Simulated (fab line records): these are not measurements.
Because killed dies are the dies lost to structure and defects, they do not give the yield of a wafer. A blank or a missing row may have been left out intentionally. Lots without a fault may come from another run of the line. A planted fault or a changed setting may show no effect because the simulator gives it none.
Which tool was responsible?	flow rit-cmos	14 lots, 42 wafers sampled, at 5 steps of a route of 202

WHAT EACH GAUGE READ, for each wafer
RIT_ACTIVE_CD_MEAS_11: the cd target is 1400 nm.
lot	measured	on	cd-nm (nm)
L958	day 1 20:19	cd-sem-02	1397.2 1397.6 1399.3
L959	day 2 00:29	cd-sem-01	1400.9 1401.5 1401.7
L961	day 2 11:26	cd-sem-01	1402.5 1402.3 1402.6
L962	day 2 15:37	cd-sem-01	1400.4 1399.6 1400.5
L963	day 2 21:16	cd-sem-02	1402.4 1403.5 1401.5
L964	day 3 03:24	cd-sem-02	1399.3 1398.5 1397.0
L965	day 3 06:55	cd-sem-01	1399.5 1395.9 1399.6
L966	day 3 13:02	cd-sem-02	1399.1 1397.6 1399.2
L967	day 3 17:37	cd-sem-01	1397.5 1396.4 1395.7
L968	day 3 21:56	cd-sem-01	1402.1 1400.2 1402.3
L971	day 4 13:40	cd-sem-02	1404.1 1332.5 1379.6
L972	day 4 17:56	cd-sem-02	1353.2 1354.5 1398.8
L976	day 5 14:01	cd-sem-02	1399.6 1399.3 1398.8
L979	day 6 08:13	cd-sem-02	1397.6 1396.6 1396.8

RIT_PWELL_TW_MEAS_10.
lot	measured	on	PWELL_TW
L958	day 2 04:12	film-metro-04	933 923 933
L959	day 2 11:26	film-metro-03	963 959 961
L961	day 2 19:42	film-metro-02	954 953 954
L962	day 3 03:11	film-metro-03	957 951 957
L963	day 3 06:35	film-metro-04	919 920 920
L964	day 3 11:27	film-metro-04	921 922 920
L965	day 3 20:45	film-metro-02	964 963 966
L966	day 3 23:39	film-metro-03	956 952 952
L967	day 4 04:17	film-metro-04	930 927 930
L968	day 4 08:11	film-metro-04	929 936 928
L971	day 5 05:18	film-metro-04	928 937 932
L972	day 5 07:17	film-metro-02	965 959 966
L976	day 6 01:58	film-metro-04	927 935 926
L979	day 7 06:27	film-metro-04	932 930 930

RIT_NLDD_OVL_MEAS_06.
lot	measured	on	NLDD_OVL (nm)
L958	day 2 23:00	overlay-01	3.5 1.0 1.8
L959	day 3 09:44	overlay-02	1.8 1.8 2.0
L961	day 3 20:53	overlay-01	0.9 1.6 2.7
L962	day 3 23:54	overlay-01	0.6 -1.0 1.6
L963	day 4 05:35	overlay-01	0.4 3.5 0.5
L964	day 4 10:40	overlay-01	0.6 -1.3 -0.1
L965	day 4 18:12	overlay-02	0.9 0.3 1.6
L966	day 4 23:14	overlay-02	0.1 0.1 0.1
L967	day 5 06:00	overlay-02	2.0 1.8 0.4
L968	day 5 08:34	overlay-02	2.6 0.6 0.2
L971	day 6 07:46	overlay-02	2.1 2.2 2.3
L972	day 6 08:01	overlay-01	1.0 -1.0 2.0
L976	day 7 09:53	overlay-02	-1.7 -0.1 1.5
L979	day 8 09:06	overlay-02	0.5 1.5 2.3

RIT_SDANNEAL_RS_MEAS_06: uses a four-point probe to measure.
lot	measured	on	PLDD_RS (ohm/sq)
L958	day 3 08:19	film-metro-02	178.3 178.6 178.4
L959	day 3 18:00	film-metro-01	178.4 178.9 178.2
L961	day 4 06:17	film-metro-03	177.9 178.1 177.5
L962	day 4 09:17	film-metro-03	178.6 178.2 178.4
L963	day 4 13:58	film-metro-03	178.5 178.1 177.9
L964	day 4 19:05	film-metro-03	179.9 179.5 179.3
L965	day 5 02:26	film-metro-03	177.8 178.2 178.2
L966	day 5 07:41	film-metro-03	177.8 177.9 177.6
L967	day 5 14:10	film-metro-01	178.9 178.6 178.7
L968	day 5 16:43	film-metro-01	179.3 179.5 179.4
L971	day 6 16:59	film-metro-01	178.3 178.2 178.3
L972	day 6 16:29	film-metro-02	179.6 179.5 179.4
L976	day 7 18:30	film-metro-01	179.1 179.0 178.7
L979	day 8 17:36	film-metro-03	178.6 178.2 178.7

EACH LOT AND THE TOOL THAT RAN IT (in order: tool; ch and the chambers of the sampled wafers; start)
lot	RIT_ACTIVE_EXPOSE_08
L958	iline-stepper-01 ch 0, day 1 19:50
L959	iline-stepper-01 ch 0, day 2 00:05
L961	iline-stepper-01 ch 0, day 2 11:02
L962	iline-stepper-02 ch 0, day 2 15:13
L963	iline-stepper-02 ch 0, day 2 20:52
L964	iline-stepper-01 ch 0, day 3 03:00
L965	iline-stepper-02 ch 0, day 3 06:31
L966	iline-stepper-02 ch 0, day 3 12:38
L967	iline-stepper-02 ch 0, day 3 17:13
L968	iline-stepper-02 ch 0, day 3 21:31
L971	iline-stepper-02 ch 0, day 4 13:16
L972	iline-stepper-02 ch 0, day 4 17:32
L976	iline-stepper-01 ch 0, day 5 13:37
L979	iline-stepper-01 ch 0, day 6 07:49
- RIT_ACTIVE_EXPOSE_08: exposes mask M1, target cd 1400 nm.

WHAT THE TOOLS THEMSELVES READ (means of the sampled wafers that have a number; where no wafer has one, the mark that the record gives instead)
RIT_ACTIVE_EXPOSE_08.
lot	tool	exposure-dose-mJ-cm2
L958	iline-stepper-01	224.79
L959	iline-stepper-01	224.79
L961	iline-stepper-01	225.04
L962	iline-stepper-02	224.83
L963	iline-stepper-02	224.59
L964	iline-stepper-01	224.72
L965	iline-stepper-02	224.87
L966	iline-stepper-02	225.29
L967	iline-stepper-02	224.70
L968	iline-stepper-02	225.20
L971	iline-stepper-02	220.14
L972	iline-stepper-02	216.09
L976	iline-stepper-01	224.77
L979	iline-stepper-01	225.03

THE ANSWER, worked out from the rows above alone
Rule: usual is defined by the lots themselves. The widest of any qualifying gaps counts: lots, ordered by their means at a reading, are off when they make up no more than a third of the lots, leave a main group of 4 or more, and stand apart from it by 3 or more times the standard deviation of that group's means. Not used: any main group whose means are identical at the precision the tables above print for the reading. A lot without any number at a reading at which 4 lots or more have one is off too. Where the step has rows for the other lots, those lots are counted as sound. First the gauges in route order, then the tools' own readings, where a lot's mean is used as printed above. At the first step where some lot is off, the reading lying furthest off is the one used; lots without a number count as furthest.
Off: L971, L972, at RIT_ACTIVE_CD_MEAS_11 (cd-nm). Main group: mean 1399.5 nm, sd 2.
If a tool, at a process step before that reading, ran all the lots that are off and no sound lot after the first of them, it fits. Not tried: the gauges at RIT_ACTIVE_CD_MEAS_11; whatever is off there is also off at RIT_ACTIVE_EXPOSE_08, on other tools, and gauge error can't account for it. One candidate fits, namely iline-stepper-02 at RIT_ACTIVE_EXPOSE_08. Its last sound lot is L968 (day 3 21:31), its first lot that is off L971 (day 4 13:16): a fault that began between those two fits.
The tool's own readings at RIT_ACTIVE_EXPOSE_08 bear it out: on the lots that are off they differ by more than 5 times the standard deviation of the sound lots' means. exposure-dose-mJ-cm2 reads 218.12 there against 224.88 on the sound lots.

WHAT THE SIMULATOR HAD INSERTED
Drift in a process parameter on iline-stepper-02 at RIT_ACTIVE_EXPOSE_08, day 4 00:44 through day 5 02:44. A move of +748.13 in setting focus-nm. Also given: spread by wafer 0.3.
Lots struck among those shown: L971, L972. Same finding as the rule above.
